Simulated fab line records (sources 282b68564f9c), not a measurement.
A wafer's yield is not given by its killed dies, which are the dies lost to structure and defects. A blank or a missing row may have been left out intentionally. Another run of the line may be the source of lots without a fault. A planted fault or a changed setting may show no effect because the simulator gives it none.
fab line records | flow rit-cmos
[record] lots = 14 | wafers = 42 | last-day = 8
route steps=202 shown NLDD@111 PLDD@120 M1@202
lots untouched by any fault: they come from a run of this same line in which no faults occurred
start-h: hours from the record's first day to the start of the lot's first wafer shown | wait-h: hours elapsed since this lot's preceding step | " unchanged from the row above | L1.1+2: a row that stands for several wafers | - value missing, or start not given | * or withheld: withheld | < > ~ a bound
route shown NAME@n: a module of which the file shows steps, and the number in the route of the first | usual: mean/standard deviation taken from wafers without a fault | same: alike in all rows | chamber/n: place in a boat | sites: the reading at each site | _std_site: the values' standard deviation | _edge_site: inner sites' mean taken away from outer sites' mean | radius-mm: for every site, how far away it sits from the centre of the wafer | mask NAME#n: copy n | behind: the last tool/chamber to shape the wafer | hold: reason for holding the lot/hours on hold/outcome of the hold | device: which transistor (n, p or np) failed to switch | end of line: the route-end tests of the same wafers | a step without rows: its recipe alone | killed: at the first sort, the dies lost to defects and structure; wafer yield is something else | map: a wafer's dies, marking killed ones x, the rest . and places with no die _
set.NAME: the setting as run; set.NAME@STEP: as run at that earlier step | model.NAME: the simulator's own value behind a step, which no gauge read
route steps across a sampled set of lots; one table per step, one row per wafer
services: when a tool's chamber went out of use (start-h, in hours from the record's first day, below 0 if earlier), for how many hours, and the reason
[[steps]]
[step RIT_NLDD_IMPLANT_08]
[recipe] species = P | energy-kev = 20 | dose-cm2 = 5e+14 | tilt-deg = 7
[usual] dose-ions-cm2 = 5e+14/6e+11 | end-station-pressure-torr = 6.23e-06/3e-07 | faraday-current-uA = 1571/29 | tilt-deg = 7.002/0.019
lot.wafer | tool         | chamber | start-h | wait-h | dose-ions-cm2 | end-station-pressure-torr | faraday-current-uA | tilt-deg
L194.4    | implanter-04 | 0       | 60.74   | 0.1    | 4.996e+14     | 6.35e-06                  | 1561               | 6.995
L194.5    | "            | 0       | "       | "      | 4.995e+14     | 6.64e-06                  | 1598               | 7.016
L194.6    | "            | 0       | "       | "      | 4.999e+14     | 5.79e-06                  | 1636               | 6.956
L195.3    | implanter-03 | 0       | 60.96   | 0.1    | 5.003e+14     | 6.58e-06                  | 1592               | 7.053
L195.4    | "            | 0       | "       | "      | 5.014e+14     | 6.18e-06                  | 1528               | 7.025
L195.5    | "            | 0       | "       | "      | 5.003e+14     | 6.87e-06                  | 1541               | 7.004
L196.1    | implanter-03 | 0       | 70.54   | 0.1    | 5.01e+14      | 6.14e-06                  | 1548               | 7.004
L196.2    | "            | 0       | "       | "      | 4.999e+14     | 6.55e-06                  | 1591               | 6.996
L196.5    | "            | 0       | "       | "      | 5.006e+14     | 6.25e-06                  | 1592               | 7.012
L197.2    | implanter-03 | 0       | 74.71   | 0.1    | 5.002e+14     | 6.33e-06                  | 1611               | 6.988
L197.4    | "            | 0       | "       | "      | 5.003e+14     | 6.01e-06                  | 1598               | 6.985
L197.6    | "            | 0       | "       | "      | 5.007e+14     | 6.53e-06                  | 1591               | 7.015
L198.1    | implanter-01 | 0       | 80.07   | 0.1    | 5.001e+14     | 6.25e-06                  | 1541               | 6.993
L198.3    | "            | 0       | "       | "      | 4.997e+14     | 6.57e-06                  | 1552               | 6.998
L198.4    | "            | 0       | "       | "      | 4.997e+14     | 6.82e-06                  | 1581               | 6.993
L202.2    | implanter-04 | 0       | 98.61   | 0.1    | 4.991e+14     | 6.4e-06                   | 1548               | 7.030
L202.4    | "            | 0       | "       | "      | 4.996e+14     | 5.97e-06                  | 1559               | 6.975
L202.5    | "            | 0       | "       | "      | 4.992e+14     | 6.61e-06                  | 1574               | 6.995
L205.1    | implanter-04 | 0       | 111.61  | 0.1    | 2.735e+14     | 5.69e-06                  | 829                | 6.998
L205.2    | "            | 0       | "       | "      | 2.724e+14     | 6.14e-06                  | 860                | 7.008
L205.5    | "            | 0       | "       | "      | 2.737e+14     | 5.88e-06                  | 856                | 7.019
L206.2    | implanter-04 | 0       | 117.81  | 0.1    | 2.727e+14     | 5.57e-06                  | 850                | 7.001
L206.3    | "            | 0       | "       | "      | 2.727e+14     | 5.25e-06                  | 831                | 7.007
L206.4    | "            | 0       | "       | "      | 2.725e+14     | 5.41e-06                  | 867                | 7.027
L209.1    | implanter-01 | 0       | 130.95  | 0.1    | 5e+14         | 5.62e-06                  | 1526               | 6.999
L209.2    | "            | 0       | "       | "      | 4.994e+14     | 5.93e-06                  | 1605               | 6.985
L209.4    | "            | 0       | "       | "      | 4.989e+14     | 6.73e-06                  | 1616               | 6.985
L211.1    | implanter-01 | 0       | 134.90  | 0.1    | 4.993e+14     | 5.85e-06                  | 1545               | 6.995
L211.2    | "            | 0       | "       | "      | 4.987e+14     | 6.19e-06                  | 1585               | 7.026
L211.6    | "            | 0       | "       | "      | 5.003e+14     | 6.19e-06                  | 1577               | 7.020
L213.1    | implanter-01 | 0       | 148.30  | 0.1    | 5.01e+14      | 5.83e-06                  | 1548               | 7.001
L213.3    | "            | 0       | "       | "      | 4.99e+14      | 6.8e-06                   | 1528               | 7.002
L213.6    | "            | 0       | "       | "      | 5.008e+14     | 6.02e-06                  | 1569               | 7.029
L214.3    | implanter-03 | 0       | 156.34  | 0.1    | 4.999e+14     | 6.37e-06                  | 1585               | 6.999
L214.5    | "            | 0       | "       | "      | 4.998e+14     | 6.18e-06                  | 1589               | 6.979
L214.6    | "            | 0       | "       | "      | 4.999e+14     | 6.09e-06                  | 1528               | 7.031
L215.1    | implanter-01 | 0       | 165.56  | 0.1    | 4.998e+14     | 5.93e-06                  | 1557               | 7.010
L215.2    | "            | 0       | "       | "      | 5e+14         | 6.54e-06                  | 1572               | 7.027
L215.4    | "            | 0       | "       | "      | 5.007e+14     | 6.32e-06                  | 1621               | 7.019
L216.1    | implanter-03 | 0       | 165.68  | 0.1    | 5.008e+14     | 6.21e-06                  | 1584               | 6.995
L216.2    | "            | 0       | "       | "      | 5.008e+14     | 6.12e-06                  | 1522               | 6.970
L216.3    | "            | 0       | "       | "      | 5.008e+14     | 5.89e-06                  | 1608               | 6.990
[step RIT_NLDD_TW_MEAS_10]
[usual] NLDD_TW = 2472/12
lot.wafer | tool          | chamber | start-h | wait-h | NLDD_TW
L194.4    | film-metro-03 | -       | 61.02   | 0.1    | 2455
L194.5    | "             | -       | "       | "      | 2455
L194.6    | "             | -       | "       | "      | 2475
L195.3    | film-metro-04 | -       | 61.25   | 0.1    | 2440
L195.4    | "             | -       | "       | "      | 2441
L195.5    | "             | -       | "       | "      | 2448
L196.1    | film-metro-03 | -       | 70.86   | 0.1    | 2457
L196.2    | "             | -       | "       | "      | 2470
L196.5    | "             | -       | "       | "      | 2461
L197.2    | film-metro-01 | -       | 75.02   | 0.1    | 2484
L197.4    | "             | -       | "       | "      | 2490
L197.6    | "             | -       | "       | "      | 2496
L198.1    | film-metro-04 | -       | 80.39   | 0.1    | 2469
L198.3    | "             | -       | "       | "      | 2465
L198.4    | "             | -       | "       | "      | 2458
L202.2    | film-metro-04 | -       | 98.92   | 0.1    | 2469
L202.4    | "             | -       | "       | "      | 2457
L202.5    | "             | -       | "       | "      | 2464
L205.1    | film-metro-03 | -       | 111.93  | 0.1    | 2082
L205.2    | "             | -       | "       | "      | 2085
L205.5    | "             | -       | "       | "      | 2086
L206.2    | film-metro-03 | -       | 118.12  | 0.1    | 2091
L206.3    | "             | -       | "       | "      | 2092
L206.4    | "             | -       | "       | "      | 2080
L209.1    | film-metro-03 | -       | 131.27  | 0.1    | 2451
L209.2    | "             | -       | "       | "      | 2467
L209.4    | "             | -       | "       | "      | 2471
L211.1    | film-metro-03 | -       | 135.22  | 0.1    | 2464
L211.2    | "             | -       | "       | "      | 2475
L211.6    | "             | -       | "       | "      | 2455
L213.1    | film-metro-01 | -       | 148.62  | 0.1    | 2486
L213.3    | "             | -       | "       | "      | 2499
L213.6    | "             | -       | "       | "      | 2490
L214.3    | film-metro-03 | -       | 156.63  | 0.1    | 2471
L214.5    | "             | -       | "       | "      | 2484
L214.6    | "             | -       | "       | "      | 2462
L215.1    | film-metro-03 | -       | 165.88  | 0.1    | 2471
L215.2    | "             | -       | "       | "      | 2485
L215.4    | "             | -       | "       | "      | 2483
L216.1    | film-metro-01 | -       | 166.00  | 0.1    | 2470
L216.2    | "             | -       | "       | "      | 2466
L216.3    | "             | -       | "       | "      | 2488
[step RIT_PLDD_OVL_MEAS_06]
[usual] PLDD_OVL = 0.4/1.3
lot.wafer | tool       | chamber | start-h | wait-h | PLDD_OVL[nm]
L194.4    | overlay-01 | -       | 62.04   | -      | -0.4
L194.5    | "          | -       | "       | "      | 1.1
L194.6    | "          | -       | "       | "      | 1.4
L195.3    | overlay-01 | -       | 62.32   | -      | 3.6
L195.4    | "          | -       | "       | "      | 1.4
L195.5    | "          | -       | "       | "      | 1.9
L196.1    | overlay-01 | -       | 71.77   | -      | 0.9
L196.2    | "          | -       | "       | "      | 1.6
L196.5    | "          | -       | "       | "      | 0.9
L197.2    | overlay-01 | -       | 76.05   | -      | 0.0
L197.4    | "          | -       | "       | "      | 0.0
L197.6    | "          | -       | "       | "      | 1.6
L198.1    | overlay-01 | -       | 81.43   | -      | 0.9
L198.3    | "          | -       | "       | "      | -0.8
L198.4    | "          | -       | "       | "      | 1.4
L202.2    | overlay-02 | -       | 99.82   | -      | -0.7
L202.4    | "          | -       | "       | "      | -0.7
L202.5    | "          | -       | "       | "      | -1.3
L205.1    | overlay-02 | -       | 112.87  | -      | -0.5
L205.2    | "          | -       | "       | "      | 1.4
L205.5    | "          | -       | "       | "      | 0.3
L206.2    | overlay-02 | -       | 119.04  | -      | -0.1
L206.3    | "          | -       | "       | "      | 0.7
L206.4    | "          | -       | "       | "      | 0.9
L209.1    | overlay-02 | -       | 132.18  | -      | -1.6
L209.2    | "          | -       | "       | "      | 0.0
L209.4    | "          | -       | "       | "      | -1.1
L211.1    | overlay-02 | -       | 136.26  | -      | -1.9
L211.2    | "          | -       | "       | "      | -1.3
L211.6    | "          | -       | "       | "      | -0.7
L213.1    | overlay-02 | -       | 149.53  | -      | -0.4
L213.3    | "          | -       | "       | "      | 1.1
L213.6    | "          | -       | "       | "      | 0.6
L214.3    | overlay-01 | -       | 157.53  | -      | 0.3
L214.5    | "          | -       | "       | "      | 1.4
L214.6    | "          | -       | "       | "      | 3.6
L215.1    | overlay-02 | -       | 166.92  | -      | -1.2
L215.2    | "          | -       | "       | "      | -1.1
L215.4    | "          | -       | "       | "      | -0.2
L216.1    | overlay-02 | -       | 167.16  | -      | 1.2
L216.2    | "          | -       | "       | "      | 0.3
L216.3    | "          | -       | "       | "      | 1.1
[step RIT_SDANNEAL_RS_MEAS_07]
[recipe] thk-meas-gauge = four-point-probe
[usual] NLDD_RS = 151.5/0.55
lot.wafer | tool          | chamber | start-h | wait-h | NLDD_RS[ohm/sq]
L194.4    | film-metro-04 | -       | 69.20   | 0.1    | 152.2
L194.5    | "             | -       | "       | "      | 151.7
L194.6    | "             | -       | "       | "      | 151.9
L195.3    | film-metro-03 | -       | 69.51   | 0.1    | 151.2
L195.4    | "             | -       | "       | "      | 151.1
L195.5    | "             | -       | "       | "      | 151.5
L196.1    | film-metro-01 | -       | 78.65   | 0.1    | 151.6
L196.2    | "             | -       | "       | "      | 151.8
L196.5    | "             | -       | "       | "      | 151.9
L197.2    | film-metro-03 | -       | 83.49   | 0.1    | 151.9
L197.4    | "             | -       | "       | "      | 152.2
L197.6    | "             | -       | "       | "      | 151.6
L198.1    | film-metro-01 | -       | 88.38   | 0.1    | 151.7
L198.3    | "             | -       | "       | "      | 151.7
L198.4    | "             | -       | "       | "      | 151.3
L202.2    | film-metro-04 | -       | 108.03  | 0.1    | 151.5
L202.4    | "             | -       | "       | "      | 151.7
L202.5    | "             | -       | "       | "      | 152.0
L205.1    | film-metro-01 | -       | 119.98  | 0.1    | 243.5
L205.2    | "             | -       | "       | "      | 244.1
L205.5    | "             | -       | "       | "      | 243.8
L206.2    | film-metro-03 | -       | 125.91  | 0.1    | 244.3
L206.3    | "             | -       | "       | "      | 244.0
L206.4    | "             | -       | "       | "      | 244.4
L209.1    | film-metro-01 | -       | 138.93  | 0.1    | 151.1
L209.2    | "             | -       | "       | "      | 150.7
L209.4    | "             | -       | "       | "      | 150.7
L211.1    | film-metro-04 | -       | 144.43  | 0.1    | 152.3
L211.2    | "             | -       | "       | "      | 151.3
L211.6    | "             | -       | "       | "      | 151.3
L213.1    | film-metro-01 | -       | 156.37  | 0.1    | 151.6
L213.3    | "             | -       | "       | "      | 151.0
L213.6    | "             | -       | "       | "      | 151.9
L214.3    | film-metro-04 | -       | 164.44  | 0.1    | 151.9
L214.5    | "             | -       | "       | "      | 151.9
L214.6    | "             | -       | "       | "      | 152.3
L215.1    | film-metro-01 | -       | 173.74  | 0.1    | 151.1
L215.2    | "             | -       | "       | "      | 151.2
L215.4    | "             | -       | "       | "      | 151.4
L216.1    | film-metro-03 | -       | 174.80  | 0.1    | 151.3
L216.2    | "             | -       | "       | "      | 151.7
L216.3    | "             | -       | "       | "      | 151.8
[step RIT_M1_PROBE_99]
[usual] killed_at_M0_to_M3 = 0.0/0.12 | killed-at-contacts = 0.0/0.16 | killed-at-front-end = 7.5/2.8 | killed-dies = 7.6/2.9 | killed-open = 3.7/2 | killed-short = 3.8/2
[same] gross-dies = 264 | killed_at_M4_up = 0 | killed-at-back-side = 0 | killed-at-other = 0
lot.wafer | tool      | chamber | start-h | wait-h | killed_at_M0_to_M3 | killed-at-contacts | killed-at-front-end | killed-dies | killed-open | killed-short
L206.2    | prober-02 | -       | 134.13  | 0.1    | 0                  | 0                  | 10                  | 10          | 4           | 6
L206.3    | prober-02 | -       | 134.18  | 0.2    | 0                  | 0                  | 11                  | 11          | 4           | 7
L206.4    | prober-02 | -       | 134.23  | 0.2    | 0                  | 0                  | 8                   | 8           | 5           | 3
// killed by level:class
L206.2 FOX2:geometric-particle:short=3 FOX2:geometric-particle:open=3 GATE:geometric-particle:short=2 FOX1:geometric-particle:short=1 REOX:geometric-particle:open=1
L206.3 GATE:geometric-particle:short=3 FOX2:geometric-particle:short=2 FOX2:geometric-particle:open=2 FOX1:geometric-particle:open=1 GATE:geometric-particle:open=1 SPACER:geometric-particle:short=1 SILICIDE:geometric-particle:short=1
L206.4 GATE:geometric-particle:short=3 GATE:geometric-particle:open=2 FOX1:geometric-particle:open=1 FOX2:geometric-particle:open=1 REOX:geometric-particle:open=1
[[services]]
tool         | chamber | start-h | hours | kind
implanter-04 | -       | 63.54   | 1.4   | repair
implanter-03 | -       | 78.52   | 5.1   | repair
implanter-04 | -       | 79.59   | 1.8   | repair
implanter-03 | -       | 121.64  | 3.7   | repair
implanter-03 | -       | 134.88  | 18.7  | repair
[[key]]
[first-sign] step = RIT_NLDD_IMPLANT_08 | reading = dose-ions-cm2 | direction = down | sigmas = 99+ | usual = 5e+14 | struck = 2.729e+14
[effect] step = RIT_NLDD_IMPLANT_08 | reading = faraday-current-uA | direction = down | sigmas = 25 | usual = 1571 | struck = 849
[effect] step = RIT_NLDD_TW_MEAS_10 | reading = NLDD_TW | direction = down | sigmas = 31 | usual = 2472 | struck = 2086
[effect] step = RIT_SDANNEAL_RS_MEAS_07 | reading = NLDD_RS | direction = up | sigmas = 99+ | usual = 151.5 | struck = 244.0
met-at RIT_NLDD_IMPLANT_08
struck-lots L205,L206
tester-left-out L205,L206
not-acting-at RIT_PLDD_OVL_MEAS_06
onset-between 98.61 111.61
[fault] kind = process-parameter-drift | tool = implanter-04 | chamber = - | onset-h = 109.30 | steps = RIT_NLDD_IMPLANT_08 | channel = dose-cm2 | offset = -2.2733e+14 | shape = step | end-h = 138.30 | acts-in = these-recipes-only | stated = 5e+14
// tester-left-out: of these lots the tester's yield and bins aren't shown, on N5 and GAA mostly nor the transistor test; their killed dies are dies lost to structure and defects alone, not to doping, threshold or leakage, so they don't give the yield
